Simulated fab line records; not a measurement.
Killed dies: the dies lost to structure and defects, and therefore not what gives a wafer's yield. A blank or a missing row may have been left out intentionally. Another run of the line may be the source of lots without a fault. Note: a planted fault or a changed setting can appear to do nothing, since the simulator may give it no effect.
fab line records	flow berkeley_cmos170	part 2 of 2: steps 34 to 44 of 44
record: lots: 5	wafers: 15	last_day: 12
route steps=331 shown PWELL@41 WELLDRIVE@55 ACTIVE@60 PFIELD@79
lots that met no fault: from a run of the same line without faults
start_h: hours from the record's first day to the start of the lot's first wafer shown	wait_h: hours elapsed since this lot's preceding step	" repeats the value in the row above	L1.1+2: a single row standing in for several wafers	- no value present, or no start provided	* or withheld: withheld	< > ~ a bound
route shown NAME@n: a module of which the file shows steps, and the number in the route of the first	usual: mean/standard deviation of fault-free wafers	same: alike in all rows	chamber/n: place in a boat	sites: each site's reading	_std_site: the standard deviation of these	_edge_site: the outer-site mean with the inner-site mean subtracted	radius_mm: for every site, how far away it sits from the centre of the wafer	mask NAME#n: copy n	behind: the tool/chamber that last shaped the wafer	hold: what put the lot on hold/how long, in hours/how the hold closed	device: transistor that didn't switch, given as n, p or np	end of line: the route-end tests of the same wafers	a step given without rows: its recipe and nothing more	killed: count of dies lost to structure and defects at first sort (not the wafer's yield)	map: per-die view of a wafer (x killed, . not killed, _ where there is no die)
set.NAME: the setting the step ran with; set.NAME@STEP: the setting that earlier step ran with	model.NAME: the simulator's own value behind a step, which no gauge read
certain route steps with their lots: each step a table, each wafer a row
services: when a tool's chamber went out of use (start_h, in hours from the record's first day, below 0 if earlier), for how many hours, and the reason
== steps ==
step: UCB170_ACTIVE_OVL_MEAS_14
usual: ACTIVE_OVL: 0/6.6
lot.wafer	tool	chamber	start_h	wait_h	ACTIVE_OVL[nm]
L079.3	overlay-02	-	96.70	0.1	6
L079.4	"	-	"	"	5
L079.5	"	-	"	"	3
L084.2	overlay-01	-	128.54	0.1	0
L084.4	"	-	"	"	6
L084.5	"	-	"	"	4
L088.2	overlay-02	-	140.96	0.1	-1
L088.3	"	-	"	"	0
L088.5	"	-	"	"	0
L093.2	overlay-01	-	169.28	0.1	-9
L093.4	"	-	"	"	-7
L093.6	"	-	"	"	-1
L095.1	overlay-01	-	192.94	0.1	19
L095.4	"	-	"	"	9
L095.5	"	-	"	"	11
step: UCB170_ACTIVE_ETCH_15
recipe: chemistry: CH3F/Ar/O2	target: Si3N4	stop_on: SiO2	CH3F_flow_sccm: 20	Ar_flow_sccm: 50	O2_flow_sccm: 7	pressure_mtorr: 50	rf_w: 450	target_depth_a: 2420	over_etch_frac: 0.1039	time_s: 151
usual: drypump_motor_current_A: 5.7/0.47	oes_product_au: 0.932/0.013	throttle_valve_pct: 8.09/0.16
lot.wafer	tool	chamber	start_h	wait_h	drypump_motor_current_A	oes_product_au	rf_hours_counter_h	throttle_valve_pct
L079.3	rie_diel-04	1	96.72	0.0	4.8	0.957	158	8.32
L079.4	"	3	"	"	5.0	0.923	126	8.08
L079.5	"	1	"	"	4.8	0.959	-	8.33
L084.2	rie_diel-03	3	128.57	0.0	5.5	0.945	161	7.87
L084.4	"	1	"	"	5.9	0.915	3	7.90
L084.5	"	2	"	"	5.7	0.926	-	8.23
L088.2	rie_diel-02	3	140.99	0.0	6.0	0.919	15	8.08
L088.3	"	1	"	"	5.8	0.927	98	7.93
L088.5	"	3	"	"	6.0	0.902	-	8.07
L093.2	rie_diel-04	3	169.31	0.0	5.0	0.932	130	8.10
L093.4	"	2	"	"	6.4	0.939	123	8.32
L093.6	"	1	"	"	4.8	0.937	-	8.30
L095.1	rie_diel-03	2	192.97	0.0	5.7	0.930	88	8.24
L095.4	"	0	"	"	6.1	0.951	151	7.97
L095.5	"	0	"	"	6.1	0.950	-	7.96
step: UCB170_ACTIVE_STRIP_16
recipe: chemistry: O2	power_w: 400	pressure_mtorr: 3500	platen_temp_c: withheld	o2_flow_sccm: 400	overash_fraction: 0.5
usual: drypump_motor_current_A: 5.9/0.42	oes_product_au: 0.721/0.0047	strip_time_to_endpoint_s: 18.07/0.086
lot.wafer	tool	chamber	start_h	wait_h	drypump_motor_current_A	oes_product_au	rf_hours_counter_h	strip_time_to_endpoint_s
L079.3	plasma_asher-03	1	96.86	0.1	5.5	0.728	-	18.04
L079.4	"	0	"	"	6.0	0.722	-	18.09
L079.5	"	0	"	"	6.0	0.717	-	18.09
L084.2	plasma_asher-02	0	128.67	0.1	5.8	0.708	33	18.06
L084.4	"	1	"	"	6.5	0.714	-	17.92
L084.5	"	0	"	"	5.8	0.718	-	17.96
L088.2	plasma_asher-03	0	141.09	0.1	6.0	0.727	44	18.11
L088.3	"	1	"	"	5.5	0.722	-	18.03
L088.5	"	1	"	"	5.5	0.719	-	18.02
L093.2	plasma_asher-04	1	169.41	0.1	5.3	0.717	5	18.19
L093.4	"	1	"	"	5.3	0.725	-	18.05
L093.6	"	1	"	"	5.3	0.716	-	18.08
L095.1	plasma_asher-04	1	193.07	0.1	5.3	0.719	8	17.97
L095.4	"	0	"	"	6.3	0.719	-	18.11
L095.5	"	0	"	"	6.2	0.721	-	18.09
step: UCB170_ACTIVE_CD_MEAS_90
recipe: target_cd_nm: 1200
usual: cd_nm: 1200.1/1.3
lot.wafer	tool	chamber	start_h	wait_h	cd_nm
L079.3	cd_sem-02	-	96.96	0.1	1203.2
L079.4	"	-	"	"	1202.4
L079.5	"	-	"	"	1201.9
L084.2	cd_sem-01	-	128.83	0.1	1200.7
L084.4	"	-	"	"	1200.5
L084.5	"	-	"	"	1199.1
L088.2	cd_sem-02	-	141.21	0.1	1199.5
L088.3	"	-	"	"	1197.9
L088.5	"	-	"	"	1199.5
L093.2	cd_sem-02	-	169.56	0.1	1200.1
L093.4	"	-	"	"	1200.8
L093.6	"	-	"	"	1201.8
L095.1	cd_sem-01	-	193.17	0.1	1199.0
L095.4	"	-	"	"	1199.5
L095.5	"	-	"	"	1199.2
step: UCB170_ACTIVE_CLEAN_17
recipe: chemistry: SPM	temp_c: 120	time_s: 600
lot.wafer	tool	chamber	start_h	wait_h
L079.3+4+5	wet_bench-02	1	98.98	2.0
L084.2+4+5	wet_bench-04	3	128.93	0.1
L088.2+3+5	wet_bench-03	0	141.36	0.1
L093.2+4+6	wet_bench-03	1	169.66	0.1
L095.1+4+5	wet_bench-04	1	193.85	0.7
step: UCB170_PFIELD_HMDS_00
recipe: prime_time_s: 60	prime_temp_c: 100
lot.wafer	tool	chamber	start_h	wait_h
L079.3+4+5	litho_track-01	0	99.36	0.2
L084.2+4+5	litho_track-01	0	129.13	0.0
L088.2+3+5	litho_track-01	0	141.91	0.4
L093.2+4+6	litho_track-04	0	170.08	0.2
L095.1+4+5	litho_track-04	0	194.58	0.6
step: UCB170_PFIELD_COAT_01
recipe: resist: KrF	spin_rpm: 1500	resist_thk_nm: 900
lot.wafer	tool	chamber	start_h	wait_h
L079.3+4+5	litho_track-01	0	99.51	0.1
L084.2+4+5	litho_track-01	0	129.28	0.1
L088.2+3+5	litho_track-01	0	142.06	0.1
L093.2+4+6	litho_track-04	0	170.23	0.1
L095.1+4+5	litho_track-04	0	194.73	0.1
step: UCB170_PFIELD_SOFTBAKE_02
recipe: resist: KrF	temp_c: 130	time_s: 60
lot.wafer	tool	chamber	start_h	wait_h
L079.3+4+5	litho_track-01	0	99.66	0.1
L084.2+4+5	litho_track-01	0	129.43	0.1
L088.2+3+5	litho_track-01	0	142.21	0.1
L093.2+4+6	litho_track-04	0	170.38	0.1
L095.1+4+5	litho_track-04	0	194.88	0.1
step: UCB170_PFIELD_EXPOSE_03
recipe: mask_id: PFIELD	na: 0.5	sigma_outer: 0.6	source_shape: conventional	target_cd_nm: 1500	dose_mj: 30
usual: exposure_dose_mJ_cm2: 30.001/0.029
same: na: 0.5
lot.wafer	tool	chamber	start_h	wait_h	mask	exposure_dose_mJ_cm2
L079.3	krf_scanner-02	0	99.92	0.2	PFIELD#0	30.028
L079.4	"	0	"	"	PFIELD#0	30.030
L079.5	"	0	"	"	PFIELD#0	30.034
L084.2	krf_scanner-01	0	129.70	0.2	PFIELD#0	29.998
L084.4	"	0	"	"	PFIELD#0	29.988
L084.5	"	0	"	"	PFIELD#0	30.018
L088.2	krf_scanner-02	0	142.48	0.2	PFIELD#0	29.980
L088.3	"	0	"	"	PFIELD#0	30.012
L088.5	"	0	"	"	PFIELD#0	30.034
L093.2	krf_scanner-01	0	170.74	0.3	PFIELD#0	30.011
L093.4	"	0	"	"	PFIELD#0	29.966
L093.6	"	0	"	"	PFIELD#0	30.045
L095.1	krf_scanner-02	0	195.25	0.3	PFIELD#0	30.002
L095.4	"	0	"	"	PFIELD#0	29.997
L095.5	"	0	"	"	PFIELD#0	30.029
step: UCB170_PFIELD_PEB_04
recipe: peb_temp_c: 130	peb_time_s: withheld	resist: KrF
lot.wafer	tool	chamber	start_h	wait_h
L079.3+4+5	litho_track-04	0	100.05	0.1
L084.2+4+5	litho_track-02	0	129.82	0.1
L088.2+3+5	litho_track-02	0	143.10	0.6
L093.2+4+6	litho_track-01	0	171.50	0.7
L095.1+4+5	litho_track-01	0	195.61	0.3
step: UCB170_PFIELD_DEVELOP_05
recipe: developer: TMAH	develop_time_s: 45	resist: KrF	dev_temp_c: 21
usual: developer_temp_C: 20.98/0.11
lot.wafer	tool	chamber	start_h	wait_h	developer_temp_C
L079.3	litho_track-04	0	-	-	20.88
L079.4	"	0	"	"	21.06
L079.5	"	0	"	"	20.85
L084.2	litho_track-02	0	-	-	20.96
L084.4	"	0	"	"	21.10
L084.5	"	0	"	"	20.90
L088.2	litho_track-02	0	-	-	21.00
L088.3	"	0	"	"	20.99
L088.5	"	0	"	"	21.08
L093.2	litho_track-01	0	-	-	20.91
L093.4	"	0	"	"	20.95
L093.6	"	0	"	"	20.82
L095.1	litho_track-01	0	-	-	21.02
L095.4	"	0	"	"	20.88
L095.5	"	0	"	"	20.85
== services ==
tool	chamber	start_h	hours	kind
krf_scanner-01	-	57.13	0.2	repair
krf_scanner-01	-	62.37	1.0	pm
krf_scanner-02	-	63.42	1.3	pm
implanter-02	-	68.79	2.1	repair
krf_scanner-02	-	78.92	8.5	repair
krf_scanner-01	-	87.38	0.8	pm
rie_diel-04	-	92.21	0.2	repair
furnace-01	-	99.41	3.1	pm
rie_diel-04	1	108.63	6.2	repair
plasma_asher-04	-	108.75	9.0	pm
implanter-01	-	113.13	15.3	repair
furnace-04	-	113.14	2.7	pm
lpcvd-02	-	113.46	6.0	pm
rie_diel-04	1	115.04	8.9	repair
krf_scanner-02	-	138.36	1.0	pm
rie_diel-03	2	140.15	7.9	repair
krf_scanner-01	-	159.99	4.0	pm
krf_scanner-02	-	167.63	0.8	pm
furnace-03	-	168.30	3.9	pm
furnace-02	-	170.95	4.0	pm
furnace-04	-	174.55	30.0	pm
krf_scanner-02	-	176.70	0.6	repair
krf_scanner-02	-	178.46	2.4	repair
krf_scanner-02	-	187.03	1.9	repair
